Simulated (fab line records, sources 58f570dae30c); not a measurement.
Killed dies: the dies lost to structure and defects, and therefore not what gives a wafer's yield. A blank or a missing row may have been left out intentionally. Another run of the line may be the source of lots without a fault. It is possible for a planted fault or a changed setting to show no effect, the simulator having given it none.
Shared-tool check | flow berkeley_cmos170 | Sampled: 16 lots, 48 wafers

== WHY THIS WAS OPENED ==
At UCB170_PSD_OVL_MEAS_07 the reading PSD_OVL is flagged on 4 of 16 lots. Fault-free wafers read -1 nm, with a standard deviation of 4.9.
Rule: a lot is flagged in two cases, either no wafer of it has a number, or all its wafers with numbers fall more than 4 standard deviations from that mean. As for the other lots, they are considered sound.

lot  | measured     | on         | PSD_OVL (nm), wafer by wafer | flag
L404 | day 7 05:16  | overlay-02 | 2 6 1                        |
L407 | day 7 12:52  | overlay-01 | -12 -8 -12                   |
L406 | day 7 13:10  | overlay-02 | -4 2 -1                      |
L409 | day 8 09:45  | overlay-01 | -5 -3 2                      |
L410 | day 8 10:01  | overlay-01 | -9 -4 -1                     |
L408 | day 8 10:13  | overlay-02 | 1 2 1                        |
L412 | day 8 21:07  | overlay-02 | 6 2 8                        |
L411 | day 8 21:36  | overlay-01 | 3 8 -1                       |
L419 | day 10 00:10 | overlay-02 | -3 11 -1                     |
L417 | day 10 00:24 | overlay-01 | -3 2 -2                      |
L420 | day 10 00:26 | overlay-02 | 185 186 187                  | FLAGGED
L415 | day 10 00:56 | overlay-01 | 178 179 170                  | FLAGGED
L421 | day 10 22:44 | overlay-01 | 180 176 176                  | FLAGGED
L422 | day 10 23:10 | overlay-01 | 180 182 185                  | FLAGGED
L426 | day 11 13:55 | overlay-01 | -6 -2 -9                     |
L427 | day 11 19:10 | overlay-02 | -2 -5 -4                     |
The mean of the flagged lots' numbers is 180 nm, +181 nm from the usual (+37 standard deviations).

== TOOL THAT RAN EACH LOT ==
The record holds 2 process steps before the reading, out of a route of 331 steps. Each cell gives the tool, then ch followed by the chambers the sampled wafers passed through, then the start.
lot  | flag    | UCB170_PLDD_STRIP_10                 | UCB170_PSD_EXPOSE_03
L404 |         | plasma_asher-03 ch 0,1, day 6 19:49  | krf_scanner-01 ch 0, day 7 04:15
L407 |         | plasma_asher-02 ch 0,1, day 7 05:32  | krf_scanner-02 ch 0, day 7 12:20
L406 |         | plasma_asher-04 ch 0,1, day 7 04:44  | krf_scanner-02 ch 0, day 7 12:29
L409 |         | plasma_asher-04 ch 0,1, day 8 00:32  | krf_scanner-01 ch 0, day 8 09:08
L410 |         | plasma_asher-02 ch 0,1, day 8 00:14  | krf_scanner-02 ch 0, day 8 09:22
L408 |         | plasma_asher-03 ch 0,1, day 8 00:58  | krf_scanner-01 ch 0, day 8 09:35
L412 |         | plasma_asher-03 ch 1, day 8 11:38    | krf_scanner-01 ch 0, day 8 19:57
L411 |         | plasma_asher-02 ch 0,1, day 8 12:19  | krf_scanner-01 ch 0, day 8 20:30
L419 |         | plasma_asher-03 ch 0,1, day 9 14:31  | krf_scanner-01 ch 0, day 9 22:29
L417 |         | plasma_asher-02 ch 0,1, day 9 14:16  | krf_scanner-02 ch 0, day 9 22:47
L420 | FLAGGED | plasma_asher-04 ch 0,1, day 9 11:37  | krf_scanner-01 ch 0, day 9 23:04
L415 | FLAGGED | plasma_asher-02 ch 0,1, day 9 15:19  | krf_scanner-01 ch 0, day 9 23:40
L421 | FLAGGED | plasma_asher-04 ch 0,1, day 10 13:22 | krf_scanner-01 ch 0, day 10 22:04
L422 | FLAGGED | plasma_asher-02 ch 0,1, day 10 13:23 | krf_scanner-01 ch 0, day 10 22:25
L426 |         | plasma_asher-03 ch 0,1, day 11 01:59 | krf_scanner-02 ch 0, day 11 13:24
L427 |         | plasma_asher-02 ch 0, day 11 08:59   | krf_scanner-02 ch 0, day 11 18:40
What is done by these steps:
- UCB170_PLDD_STRIP_10: strips in O2.
- UCB170_PSD_EXPOSE_03: exposes mask PSELECT MOD, target cd 1200 nm.
- UCB170_PSD_OVL_MEAS_07

== FLAGGED OVER TOTAL, TOOL BY TOOL (the gauges that took the reading come last) ==
step                   | tool            | lots run | flagged | share of the flagged lots | sound lots run after its first flagged lot
UCB170_PLDD_STRIP_10   | plasma_asher-02 | 7        | 2       | some                      | 1 (L427)
UCB170_PLDD_STRIP_10   | plasma_asher-03 | 5        | 0       | none                      | -
UCB170_PLDD_STRIP_10   | plasma_asher-04 | 4        | 2       | some                      | 0
UCB170_PSD_EXPOSE_03   | krf_scanner-01  | 10       | 4       | all                       | 0
UCB170_PSD_EXPOSE_03   | krf_scanner-02  | 6        | 0       | none                      | -
UCB170_PSD_OVL_MEAS_07 | overlay-01      | 9        | 3       | some                      | 1 (L426)
UCB170_PSD_OVL_MEAS_07 | overlay-02      | 7        | 1       | some                      | 1 (L427)

== WHAT THE TABLE ALLOWS ==
1 row of the table ran every flagged lot: krf_scanner-01 at UCB170_PSD_EXPOSE_03.
- krf_scanner-01 at UCB170_PSD_EXPOSE_03: 4 of its 10 lots flagged. A fault beginning between L419 (day 9 22:29), its last sound lot, and L420 (day 9 23:04), its first flagged one, fits the data.
Just one tool remains: krf_scanner-01 at UCB170_PSD_EXPOSE_03.

== WHAT HAD BEEN PUT IN BY THE SIMULATOR ==
Scanner matching overlay: krf_scanner-01, from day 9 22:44 on, at UCB170_PSD_EXPOSE_03. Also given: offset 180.
Struck lots among those shown: L420, L415, L421, L422. The same result came from the rule above.
